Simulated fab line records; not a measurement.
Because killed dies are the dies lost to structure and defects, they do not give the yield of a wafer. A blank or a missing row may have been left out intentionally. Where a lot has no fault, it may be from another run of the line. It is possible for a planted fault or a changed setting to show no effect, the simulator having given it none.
Problem report, 8D (eight disciplines) form, completed by code ; flow berkeley_cmos170 ; the parts of the form that need people (team, actions taken, sign-off) are left out

## 1. WHAT IS WRONG
At UCB170_NSD_DEVELOP_05, developer_temp_C averages 21.70 C over 6 wafers from 2 lots, while fault-free wafers read 20.98 C, standard deviation 0.11. Relative to the usual mean, that is a shift of +6.6 standard deviations.
The step: develop time 45 s.
First observed at day 10 10:00: wafer L909.1, on litho_track-01. The record has a number at this step for 42 wafers belonging to 14 lots. The rule behind "out" and "out of limits": a value lying over 4 standard deviations away from the usual mean. The rest of the wafers with a number are treated as sound.

## 2. WHAT IT IS; WHAT IT IS NOT
question;is;is not
which readings at this step;developer_temp_C;chill_plate_temp_C
which lots;L909, L912;L898, L899, L900, L901, L902, L904, L905, L906, L910, L916, L917, L918
which wafers of those lots;all that have a number;-
read on which tools;litho_track-01;litho_track-02, litho_track-03
when;from day 10 10:00;"up to then (27 sound wafers); but 9 sound wafers of L916, L917, L918 came after"

## 3. THE SUSPECTS, EACH WITH WHAT RULES IT OUT
Counting: a tool at any process step up to the reading remains a suspect when it ran all the lots that are out and ran no sound lot after the first of those.
- litho_track-01 at UCB170_NSD_DEVELOP_05 (develop time 45 s): kept. All lots that are out passed through it, beginning with L909 at day 10 10:00, and no sound lot followed; its final sound lot before that point was L910 at day 10 10:00. On those wafers its own readings are out: developer_temp_C.
The count leaves litho_track-01 at UCB170_NSD_DEVELOP_05.

## 4. THE CAUSE (what the simulator had put in)
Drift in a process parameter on litho_track-01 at UCB170_NSD_DEVELOP_05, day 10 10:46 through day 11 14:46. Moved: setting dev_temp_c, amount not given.
After counting, this tool was the only one left.

## 5. THE CHAIN OF EFFECTS, in route order
Each row: a reading where the mean over the struck wafers with a number is more than 3 standard deviations away from the usual. Only readings for which the record gives a usual standard deviation are gone through. hours: the time from each lot's start at the first step in this table that gives one to its start at this step, as a median over the lots. sigmas: the change in usual standard deviations.
hours;step;reading;usual;on struck wafers;change;sigmas
0;UCB170_NSD_DEVELOP_05;developer_temp_C;20.98 C;21.70;+0.72;+6.6
Here are the process steps it includes:
- UCB170_NSD_DEVELOP_05: develop time 45 s.

## 6. WHAT WOULD HAVE CAUGHT IT SOONER
In this record the first reading out of limits was taken at day 10 10:00.
